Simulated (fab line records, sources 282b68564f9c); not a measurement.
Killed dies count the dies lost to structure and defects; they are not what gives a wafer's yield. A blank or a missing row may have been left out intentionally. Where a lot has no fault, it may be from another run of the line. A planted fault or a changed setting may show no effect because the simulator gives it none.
Struck lot and sound lot, side by side | flow ritCmos | 15 out of 202 route steps
Sound: these wafers, L159.3, L159.4, L159.5. Struck: wafer L168.3. (L168.4, L168.6 of the same lot were not struck and are left out.) The cause comes at the end.
Each step with rows lists, per side, the tool, then ch with its chambers, then its first start. Under that, the readings that differ: sound wafers | struck wafers | difference of the means | sigmas: that difference in standard deviations of wafers without a fault.
alike: same words and numbers on both sides, and readings whose means sit less than 2 such deviations apart. not compared: any withheld reading, any reading some wafer has no value for, any bound like >300 that may hide the same value, and any number with overlapping values for which the record gives no deviation.
Wherever a step has rows on one side only, a row that says differs or no value, or a row with sigmas, the two part there. When numbers do not overlap yet have no deviation, they are printed without sigmas and do not part them. A reading missing from all wafers of one side parts the sides only when that side holds two or more wafers.

first, 1 step without rows for these wafers: RIT_NWELL_IMPLANT_08.
RIT_NWELL_STRIP_09: strips in O2, time 180 s.
  sound on plasmaAsher-01 ch 0,1, day 2 14:53; struck on plasmaAsher-02 ch 0, day 4 08:45
  alike: drypumpMotorCurrentA, o2FlowSccm, rfReflPowerW
  not compared: rfHoursCounterH
RIT_NWELL_TW_MEAS_10:
  sound on filmMetro-02, day 2 15:01; struck on filmMetro-02, day 4 08:53
  alike: NWELL_TW
then, 6 steps without rows for these wafers: RIT_PWELL_HMDS_00 (prime time 60 s); RIT_PWELL_COAT_01 (resist thk 1300 nm); RIT_PWELL_SOFTBAKE_02 (time 60 s); RIT_PWELL_EXPOSE_03 (exposes mask M3, target cd 43700 nm); RIT_PWELL_PEB_04; RIT_PWELL_DEVELOP_05 (develop time 68 s).
RIT_PWELL_OVL_MEAS_06:
  sound on overlay-01, day 2 15:58; struck on overlay-02, day 4 10:08
  alike: PWELL_OVL
then, 2 steps without rows for these wafers: RIT_PWELL_HARDBAKE_07 (time 120 s); RIT_PWELL_IMPLANT_08.
RIT_PWELL_STRIP_09: strips in O2, time 180 s.
  sound on plasmaAsher-04 ch 0,1, day 2 16:34; struck on plasmaAsher-02 ch 0, day 4 10:37
reading                  | sound          | struck | difference | sigmas
drypumpMotorCurrentA (A) | 5.0 5.4 5.4    | 6.1    | +0.8       | +2
o2FlowSccm (sccm)        | 3992 3988 3987 | 3199   | -790       | -79
  alike: rfReflPowerW
  not compared: rfHoursCounterH
RIT_PWELL_TW_MEAS_10:
  sound on filmMetro-03, day 2 16:43; struck on filmMetro-01, day 4 10:45
reading  | sound       | struck | difference | sigmas
PWELL_TW | 947 954 947 | 964    | +15        | +3
RIT_M1_PROBE_99:
  sound on prober-01, day 4 03:20; struck on prober-02, day 5 22:51
  alike: killedAtContacts, killedAtFrontEnd, killedDies, killedOpen, killedShort

== WHERE THEY PART ==
At RIT_PWELL_STRIP_09 first; at RIT_PWELL_TW_MEAS_10 last (within this record only). Later steps at which nothing parts them and some readings are alike: RIT_M1_PROBE_99.

WHY: what the simulator had put in
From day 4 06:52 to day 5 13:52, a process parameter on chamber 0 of plasmaAsher-02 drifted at RIT_PWELL_STRIP_09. A move of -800 in setting o2FlowSccm, from 4000. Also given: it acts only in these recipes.
